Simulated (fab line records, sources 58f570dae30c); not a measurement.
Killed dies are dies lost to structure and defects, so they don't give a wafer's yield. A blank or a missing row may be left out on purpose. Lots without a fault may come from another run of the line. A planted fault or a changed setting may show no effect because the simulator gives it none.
fab line records | flow berkeley_cmos170
record lots=5 wafers=23
route steps=331 shown SILICIDE@211 CONTACT@228 M1@238 M3@319
start_h: hours from the record's first day to the start of the lot's first wafer shown | wait_h: hours since the lot's step before | " the same as in the row above | L1.1+2: a row that stands for several wafers | - no value, or no start given | * or withheld: withheld | < > ~ a bound
route shown NAME@n: a module of which the file shows steps, and the number in the route of the first | usual: mean/standard deviation of fault-free wafers | same: alike in all rows | chamber/n: place in a boat | sites: the reading at each site | _std_site: their standard deviation | _edge_site: outer sites' mean less inner sites' | radius_mm: how far each site lies from the wafer's centre | mask NAME#n: copy n | behind: the tool/chamber that last shaped the wafer | hold: why the lot was held/for how many hours/how that ended | device: the transistor (n, p or np) that didn't switch | end of line: the same wafers' tests at the end of the route | a step without rows: its recipe alone | killed: dies lost to structure and defects at the first sort, not the wafer's yield | map: a wafer's dies, x killed, . not, _ none there
set.NAME: the setting as run; set.NAME@STEP: as run at that earlier step | model.NAME: the simulator's own value behind a step, which no gauge read
lots whose settings were changed on purpose; a table a step, a row a wafer
## steps
# step UCB170_SILICIDE_SPUTTER_01
# recipe material=Ti target_thk_nm=30 time_s=25 power_w=1500 chamber_pressure_pa=0.5
# columns lot.wafer tool chamber start_h wait_h set.time_s model.Ti_of_SILICIDE_SPUTTER_01.thk_nm
L074.1 pvd_sputter-01 - 178.17 0.0 25 30.08
L074.2 " - " " 25 29.1
L074.3 " - " " 25 29.62
L074.4 " - " " 25 29.72
L074.6 " - " " 25 29.69
L075.2 pvd_sputter-03 - 192.71 0.0 25 29.91
L075.4 " - " " 25 29.83
L075.5 " - " " 25 30.4
L080.1+4 pvd_sputter-02 - 192.75 0.0 21.76 26.1
L080.3 " - " " 25 29.86
L080.5 " - " " 25 28.99
L080.6 " - " " 21.76 25.99
L076.1 pvd_sputter-01 - 193.13 0.0 25 30.05
L076.2 " - " " 25 29.74
L076.4 " - " " 25 30.34
L076.5 " - " " 25 29.55
L076.6 " - " " 25 29.99
L085.1 pvd_sputter-02 - 230.25 0.0 25 29.52
L085.2+6 " - " " 22.89 27.92
L085.4 " - " " 25 30.17
L085.5 " - " " 25 30.38
# step UCB170_SILICIDE_RS_MEAS_02
# recipe thk_meas_gauge=four-point-probe reads=Ti_of_SILICIDE_SPUTTER_01
# usual SILICIDE_TI_RS=26.2/0.45
# columns lot.wafer tool chamber start_h wait_h set.time_s@SILICIDE_SPUTTER_01 SILICIDE_TI_RS[ohm/sq]
L074.1 film_metro-02 - 178.20 0.0 25 26.1
L074.2 " - " " 25 27.1
L074.3 " - " " 25 26.6
L074.4 " - " " 25 26.5
L074.6 " - " " 25 26.5
L075.2 film_metro-03 - 192.76 0.0 25 26.2
L075.4 " - " " 25 26.4
L075.5 " - " " 25 25.8
L080.1 film_metro-02 - 192.78 0.0 21.76 30.8
L080.3 " - " " 25 26.3
L080.4 " - " " 21.76 30.9
L080.5 " - " " 25 27.2
L080.6 " - " " 21.76 31.0
L076.1 film_metro-03 - 193.16 0.0 25 26.1
L076.2 " - " " 25 26.4
L076.4 " - " " 25 25.8
L076.5 " - " " 25 26.6
L076.6 " - " " 25 26.1
L085.1 film_metro-02 - 230.28 0.0 25 26.6
L085.2 " - " " 22.89 28.5
L085.4 " - " " 25 26.0
L085.5 " - " " 25 25.8
L085.6 " - " " 22.89 28.5
# step UCB170_SILICIDE_THK_MEAS_03
# recipe thk_meas_gauge=xrf reads=Ti_of_SILICIDE_SPUTTER_01
# usual SILICIDE_TI_THK=29.8/0.41
# columns lot.wafer tool chamber start_h wait_h set.time_s@SILICIDE_SPUTTER_01 SILICIDE_TI_THK[nm]
L074.1 film_metro-02 - 178.32 0.1 25 30.1
L074.2 " - " " 25 29.1
L074.3 " - " " 25 29.7
L074.4 " - " " 25 29.6
L074.6 " - " " 25 29.6
L075.2 film_metro-03 - 192.87 0.1 25 29.6
L075.4 " - " " 25 29.6
L075.5 " - " " 25 30.0
L080.1 film_metro-02 - 192.90 0.1 21.76 26.2
L080.3 " - " " 25 29.9
L080.4 " - " " 21.76 26.2
L080.5 " - " " 25 28.9
L080.6 " - " " 21.76 25.9
L076.1 film_metro-03 - 193.28 0.1 25 29.7
L076.2 " - " " 25 29.5
L076.4 " - " " 25 29.9
L076.5 " - " " 25 29.2
L076.6 " - " " 25 29.7
L085.1 film_metro-02 - 230.40 0.1 25 29.3
L085.2 " - " " 22.89 27.9
L085.4 " - " " 25 30.1
L085.5 " - " " 25 30.2
L085.6 " - " " 22.89 27.7
# step UCB170_CONTACT_EXPOSE_12
# recipe mask_id=CONT target_cd_nm=700 na=0.5 sigma_outer=0.6 source_shape=conventional dose_mj=35
# columns lot.wafer tool chamber start_h wait_h mask set.dose_mj
L074.1+4 krf_scanner-02 0 181.99 - CONT#0 35
L074.2+3+6 " 0 " " CONT#0 37.49
L075.2+4+5 krf_scanner-01 0 197.63 - CONT#0 35
L080.1+5+6 krf_scanner-01 0 198.03 - CONT#0 33.8
L080.3+4 " 0 " " CONT#0 35
L076.1+4+5 krf_scanner-01 0 198.38 - CONT#0 35
L076.2+6 " 0 " " CONT#0 33.42
L085.1+2+5 krf_scanner-02 0 234.00 - CONT#0 37.13
L085.4+6 " 0 " " CONT#0 35
# step UCB170_CONTACT_PEB_13
# recipe peb_temp_c=130 peb_time_s=withheld resist=KrF
# step UCB170_CONTACT_DEVELOP_14
# recipe developer=TMAH develop_time_s=45 resist=KrF dev_temp_c=21
# step UCB170_CONTACT_CD_MEAS_15
# recipe target_cd_nm=700
# usual cd_nm=700.0/1.5
# columns lot.wafer tool chamber start_h wait_h set.dose_mj@CONTACT_EXPOSE_12 cd_nm
L074.1 cd_sem-02 - 182.38 - 35 700.6
L074.2 " - " " 37.49 713.5
L074.3 " - " " 37.49 715.2
L074.4 " - " " 35 702.5
L074.6 " - " " 37.49 711.9
L075.2 cd_sem-02 - 198.29 - 35 701.3
L075.4 " - " " 35 701.2
L075.5 " - " " 35 702.0
L080.1 cd_sem-01 - 198.75 - 33.8 695.3
L080.3 " - " " 35 701.4
L080.4 " - " " 35 701.6
L080.5 " - " " 33.8 694.3
L080.6 " - " " 33.8 694.6
L076.1 cd_sem-01 - 198.87 - 35 698.8
L076.2 " - " " 33.42 691.0
L076.4 " - " " 35 698.3
L076.5 " - " " 35 698.9
L076.6 " - " " 33.42 691.1
L085.1 cd_sem-01 - 234.54 - 37.13 706.9
L085.2 " - " " 37.13 708.2
L085.4 " - " " 35 696.9
L085.5 " - " " 37.13 707.7
L085.6 " - " " 35 697.2
# step UCB170_CONTACT_ETCH_17
# recipe chemistry=N2/H2 target_depth_a=withheld overetch_a=withheld target=BARC time_s=withheld source_w=500 bias_w=100 pressure_mtorr=30 n2_flow_sccm=100 h2_flow_sccm=200
# columns lot.wafer tool chamber start_h wait_h set.dose_mj@CONTACT_EXPOSE_12 model.CONTACT.cd_nm
L074.1 rie_diel-04 1 182.54 0.0 35 700.2
L074.2 " 3 " " 37.49 712.6
L074.3 " 0 " " 37.49 715.8
L074.4 " 0 " " 35 702.4
L074.6 " 3 " " 37.49 711.1
L075.2 rie_diel-04 0 198.43 0.0 35 702.7
L075.4 " 0 " " 35 702.3
L075.5 " 1 " " 35 701.4
L080.1 rie_diel-03 2 198.91 0.0 33.8 694.7
L080.3 " 0 " " 35 703.1
L080.4 " 3 " " 35 701.9
L080.5 " 0 " " 33.8 695.6
L080.6 " 1 " " 33.8 694.4
L076.1 rie_diel-04 0 199.03 0.0 35 699.4
L076.2 " 1 " " 33.42 691
L076.4 " 3 " " 35 696.8
L076.5 " 1 " " 35 699.1
L076.6 " 0 " " 33.42 691.6
L085.1 rie_diel-03 0 234.70 0.0 37.13 708.2
L085.2 " 1 " " 37.13 709
L085.4 " 3 " " 35 697.4
L085.5 " 2 " " 37.13 707.2
L085.6 " 1 " " 35 698.1
# step UCB170_CONTACT_ETCH_18
# recipe chemistry=CHF3/CF4/Ar target=PSG stop_on=TiSi2 CHF3_flow_sccm=45 cf4_flow_sccm=15 Ar_flow_sccm=150 pressure_mtorr=200 rf_w=700 target_depth_a=8400 over_etch_frac=0.1879 time_s=195
# step UCB170_CONTACT_STRIP_19
# recipe chemistry=O2 power_w=400 pressure_mtorr=3500 platen_temp_c=withheld o2_flow_sccm=400 overash_fraction=0.5
# step UCB170_CONTACT_CD_MEAS_90
# recipe target_cd_nm=700
# usual cd_nm=700.5/2.1
# columns lot.wafer tool chamber start_h wait_h set.dose_mj@CONTACT_EXPOSE_12 cd_nm
L074.1 cd_sem-01 - 182.80 0.1 35 700.7
L074.2 " - " " 37.49 712.5
L074.3 " - " " 37.49 716.6
L074.4 " - " " 35 702.9
L074.6 " - " " 37.49 711.1
L075.2 cd_sem-02 - 198.71 0.1 35 703.8
L075.4 " - " " 35 702.1
L075.5 " - " " 35 702.4
L080.1 cd_sem-02 - 199.18 0.1 33.8 693.9
L080.3 " - " " 35 704.5
L080.4 " - " " 35 701.6
L080.5 " - " " 33.8 697.1
L080.6 " - " " 33.8 695.9
L076.1 cd_sem-02 - 199.30 0.1 35 699.7
L076.2 " - " " 33.42 691.4
L076.4 " - " " 35 696.1
L076.5 " - " " 35 699.5
L076.6 " - " " 33.42 691.4
L085.1 cd_sem-01 - 234.96 0.1 37.13 708.9
L085.2 " - " " 37.13 710.4
L085.4 " - " " 35 696.5
L085.5 " - " " 37.13 706.2
L085.6 " - " " 35 699.4
# step UCB170_M1_SPUTTER_00
# recipe material=Al target_thk_nm=600 time_s=80 power_w=6000 chamber_pressure_pa=0.5
# columns lot.wafer tool chamber start_h wait_h set.time_s model.Al_of_M1_SPUTTER_00.thk_nm
L074.1 pvd_sputter-04 - 183.10 0.0 76.38 569.7
L074.2 " - " " 76.38 563.6
L074.3 " - " " 80 583.6
L074.4 " - " " 80 601.5
L074.6 " - " " 76.38 557.8
L075.2 pvd_sputter-02 - 198.99 0.0 80 607
L075.4 " - " " 80 601.5
L075.5 " - " " 80 602
L080.1 pvd_sputter-04 - 199.47 0.0 80 601.5
L080.3 " - " " 80 619.8
L080.4 " - " " 80 611.9
L080.5 " - " " 80 605.9
L080.6 " - " " 80 617.7
L076.1 pvd_sputter-03 - 199.63 0.0 80 592.3
L076.2 " - " " 80 587.9
L076.4 " - " " 74.25 553.7
L076.5 " - " " 74.25 546.2
L076.6 " - " " 74.25 559.6
L085.1 pvd_sputter-04 - 238.09 0.0 87.08 638.2
L085.2 " - " " 87.08 656.9
L085.4 " - " " 80 599.1
L085.5 " - " " 80 589.6
L085.6 " - " " 87.08 660.3
# step UCB170_M1_RS_MEAS_01
# recipe thk_meas_gauge=four-point-probe reads=Al_of_M1_SPUTTER_00
# usual M1_AL_RS=0.0486/0.00069
# columns lot.wafer tool chamber start_h wait_h set.time_s@M1_SPUTTER_00 M1_AL_RS[ohm/sq]
L074.1 film_metro-04 - 183.16 0.0 76.38 0.0512
L074.2 " - " " 76.38 0.0518
L074.3 " - " " 80 0.0499
L074.4 " - " " 80 0.0484
L074.6 " - " " 76.38 0.0523
L075.2 film_metro-03 - 199.07 0.1 80 0.0479
L075.4 " - " " 80 0.0484
L075.5 " - " " 80 0.0484
L080.1 film_metro-01 - 199.53 0.0 80 0.0484
L080.3 " - " " 80 0.0469
L080.4 " - " " 80 0.0476
L080.5 " - " " 80 0.0480
L080.6 " - " " 80 0.0471
L076.1 film_metro-03 - 199.69 0.0 80 0.0492
L076.2 " - " " 80 0.0496
L076.4 " - " " 74.25 0.0528
L076.5 " - " " 74.25 0.0535
L076.6 " - " " 74.25 0.0522
L085.1 film_metro-04 - 238.16 0.0 87.08 0.0457
L085.2 " - " " 87.08 0.0442
L085.4 " - " " 80 0.0486
L085.5 " - " " 80 0.0494
L085.6 " - " " 87.08 0.0441
# step UCB170_M1_THK_MEAS_02
# recipe thk_meas_gauge=xrf reads=Al_of_M1_SPUTTER_00
# usual M1_AL_THK=595/10
# columns lot.wafer tool chamber start_h wait_h set.time_s@M1_SPUTTER_00 M1_AL_THK[nm]
L074.1 film_metro-04 - 183.28 0.1 76.38 564
L074.2 " - " " 76.38 560
L074.3 " - " " 80 580
L074.4 " - " " 80 597
L074.6 " - " " 76.38 551
L075.2 film_metro-03 - 199.18 0.1 80 604
L075.4 " - " " 80 595
L075.5 " - " " 80 599
L080.1 film_metro-01 - 199.65 0.1 80 602
L080.3 " - " " 80 621
L080.4 " - " " 80 613
L080.5 " - " " 80 607
L080.6 " - " " 80 620
L076.1 film_metro-03 - 199.81 0.1 80 588
L076.2 " - " " 80 585
L076.4 " - " " 74.25 548
L076.5 " - " " 74.25 540
L076.6 " - " " 74.25 554
L085.1 film_metro-04 - 238.28 0.1 87.08 623
L085.2 " - " " 87.08 646
L085.4 " - " " 80 592
L085.5 " - " " 80 582
L085.6 " - " " 87.08 650
# step UCB170_M3_COAT_10
# recipe resist=KrF spin_rpm=1500 resist_thk_nm=900
# columns lot.wafer tool chamber start_h wait_h set.spin_rpm model.KrF_of_M3_COAT_10.thk_nm
L074.1 litho_track-01 0 - - 1572 881.2
L074.2 " 0 " " 1500 899.6
L074.3 " 0 " " 1500 904.9
L074.4 " 0 " " 1572 880.6
L074.6 " 0 " " 1500 900.7
L076.1 litho_track-04 0 - - 1455 912.2
L076.2 " 0 " " 1500 897.2
L076.4 " 0 " " 1455 912.6
L076.5 " 0 " " 1455 914.3
L076.6 " 0 " " 1500 894.9
L080.1 litho_track-04 0 - - 1422 921.8
L080.3 " 0 " " 1500 898.8
L080.4 " 0 " " 1500 899.8
L080.5 " 0 " " 1500 900.6
L080.6 " 0 " " 1422 923.3
L075.2 litho_track-01 0 - - 1500 901.7
L075.4 " 0 " " 1500 897.3
L075.5 " 0 " " 1500 900
L085.1 litho_track-04 0 - - 1462 910.6
L085.2 " 0 " " 1500 898.5
L085.4 " 0 " " 1500 897.5
L085.5 " 0 " " 1462 909.1
L085.6 " 0 " " 1462 909.9
## key
split step=UCB170_SILICIDE_SPUTTER_01 setting=time_s stated=25 by=wafer
response step=UCB170_SILICIDE_SPUTTER_01 reading=model.Ti_of_SILICIDE_SPUTTER_01.thk_nm change=+0.256 per=1% r=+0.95
response step=UCB170_SILICIDE_RS_MEAS_02 reading=SILICIDE_TI_RS change=-0.306 per=1% r=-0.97
response step=UCB170_SILICIDE_THK_MEAS_03 reading=SILICIDE_TI_THK change=+0.252 per=1% r=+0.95
split step=UCB170_CONTACT_EXPOSE_12 setting=dose_mj stated=35 by=wafer
response step=UCB170_CONTACT_CD_MEAS_15 reading=cd_nm change=+1.73 per=1% r=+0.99
response step=UCB170_CONTACT_ETCH_17 reading=model.CONTACT.cd_nm change=+1.72 per=1% r=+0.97
response step=UCB170_CONTACT_CD_MEAS_90 reading=cd_nm change=+1.7 per=1% r=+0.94
split step=UCB170_M1_SPUTTER_00 setting=time_s stated=80 by=wafer
response step=UCB170_M1_SPUTTER_00 reading=model.Al_of_M1_SPUTTER_00.thk_nm change=+6.01 per=1% r=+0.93
response step=UCB170_M1_RS_MEAS_01 reading=M1_AL_RS change=-0.000495 per=1% r=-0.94
response step=UCB170_M1_THK_MEAS_02 reading=M1_AL_THK change=+5.87 per=1% r=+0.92
split step=UCB170_M3_COAT_10 setting=spin_rpm stated=1500 by=wafer
response step=UCB170_M3_COAT_10 reading=model.KrF_of_M3_COAT_10.thk_nm change=-4.58 per=1% r=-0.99
